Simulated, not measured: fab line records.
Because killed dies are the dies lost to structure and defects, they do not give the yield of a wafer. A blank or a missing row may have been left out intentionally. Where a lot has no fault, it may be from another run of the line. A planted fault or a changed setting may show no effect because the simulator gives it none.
Which tool is to blame?    flow ritCmos    6 lots, 18 wafers sampled, at 2 steps of a route of 202

## WHAT THE GAUGES READ, wafer by wafer
RIT_NWELL_OVL_MEAS_06.
lot   measured     on          NWELL_OVL (nm)
L856  day 2 06:55  overlay-02  1.0 -0.3 0.0
L858  day 2 15:49  overlay-02  2.1 -0.3 0.1
L860  day 3 01:00  overlay-01  -1.4 -0.8 0.5
L862  day 3 10:28  overlay-01  2.3 0.5 1.1
L869  day 4 19:50  overlay-02  5.5 4.1 3.6
L871  day 5 05:44  overlay-02  5.2 5.3 4.5

## WHAT TOOL EACH LOT RAN ON (gives the tool, then ch and the chambers of the sampled wafers, and finally the start)
lot   RIT_NWELL_EXPOSE_03
L856  ilineStepper-01 ch 0, day 2 06:29
L858  ilineStepper-02 ch 0, day 2 15:24
L860  ilineStepper-01 ch 0, day 3 00:36
L862  ilineStepper-01 ch 0, day 3 10:02
L869  ilineStepper-02 ch 0, day 4 19:25
L871  ilineStepper-02 ch 0, day 5 05:19
- RIT_NWELL_EXPOSE_03: exposes mask M2, target cd 43900 nm.

## THE ANSWER, worked out from the rows above alone
Rule: the lots themselves supply what counts as usual. The widest of any qualifying gaps counts: lots, ordered by their means at a reading, are off when they make up no more than a third of the lots, leave a main group of 4 or more, and stand apart from it by 3 or more times the standard deviation of that group's means. Not used: any main group whose means are identical at the precision the tables above print for the reading. Also off: a lot with no number at a reading for which 4 or more lots have one. Where the step has rows for the other lots, those lots are counted as sound.
Off: L869, L871, at RIT_NWELL_OVL_MEAS_06 (NWELL_OVL). The main group has a mean of 0.4 nm with a standard deviation of 0.68.
A tool fits if, at a process step before that reading, it ran every lot that is off, and no sound lot after the first of them. Those tools and the gauges at RIT_NWELL_OVL_MEAS_06 are tried in the same way. 2 tools fit, ilineStepper-02 at RIT_NWELL_EXPOSE_03 and overlay-02 at RIT_NWELL_OVL_MEAS_06, so this cannot tell which one it is.

## WHAT HAD BEEN PUT IN BY THE SIMULATOR
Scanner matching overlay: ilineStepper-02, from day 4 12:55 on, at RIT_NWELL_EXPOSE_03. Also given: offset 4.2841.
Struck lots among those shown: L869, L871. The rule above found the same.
